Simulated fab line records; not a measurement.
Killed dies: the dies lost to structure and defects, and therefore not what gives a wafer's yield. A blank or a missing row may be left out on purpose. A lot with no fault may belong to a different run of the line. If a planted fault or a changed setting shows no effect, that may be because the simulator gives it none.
Chamber matching || flow berkeley-cmos170 || 4 sister chambers for UCB170_V1_CMP_02 on cmp-02
The step polishes SiO2. 4 wafers are shown with their chamber, then 7 later ones without.

== WAFERS PAIRED WITH THEIR CHAMBERS ==
{"wafer": "L118.2", "chamber": 2, "motor-current-A (A)": 17.2}
{"wafer": "L123.5", "chamber": 0, "motor-current-A (A)": 16.0}
{"wafer": "L122.2", "chamber": 1, "motor-current-A (A)": 15.4}
{"wafer": "L122.4", "chamber": 3, "motor-current-A (A)": 15.3}

== WAFERS MISSING THEIR CHAMBER ==
{"wafer": "L122.6", "motor-current-A (A)": 15.1}
{"wafer": "L126.2", "motor-current-A (A)": 14.3}
{"wafer": "L126.3", "motor-current-A (A)": 15.3}
{"wafer": "L126.4", "motor-current-A (A)": 15.9}
{"wafer": "L129.3", "motor-current-A (A)": 17.5}
{"wafer": "L129.4", "motor-current-A (A)": 15.4}
{"wafer": "L129.6", "motor-current-A (A)": 15.3}

== EACH ONE'S CHAMBER ==
{"wafer": "L122.6", "from the rows above": "can't be placed: 3 or 1 or 0", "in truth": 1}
{"wafer": "L126.2", "from the rows above": "can't be placed: 3 or 1 or 0", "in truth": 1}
{"wafer": "L126.3", "from the rows above": "can't be placed: 3 or 1 or 0", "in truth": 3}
{"wafer": "L126.4", "from the rows above": "can't be placed: 0 or 1 or 3", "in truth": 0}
{"wafer": "L129.3", "from the rows above": 2, "in truth": 2}
{"wafer": "L129.4", "from the rows above": "can't be placed: 1 or 3 or 0", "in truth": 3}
{"wafer": "L129.6", "from the rows above": "can't be placed: 3 or 1 or 0", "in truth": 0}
1 of 7 placed correctly. From these rows, 6 cannot be placed; in 6 the true chamber is one of the candidates. 0 placed wrongly.
How it was worked out, from the rows above alone: a wafer's distance from a chamber is the root of the sum, over the readings, of the square of ((its reading less the chamber's mean) divided by the reading's scatter). The wafer belongs to the nearest chamber; if the next one is less than 2 further off, it can't be placed. The mean given for a chamber averages the wafers shown for that chamber. The scatter: root of mean squared gap, hidden wafer to nearest shown wafer, with one shown wafer a chamber.
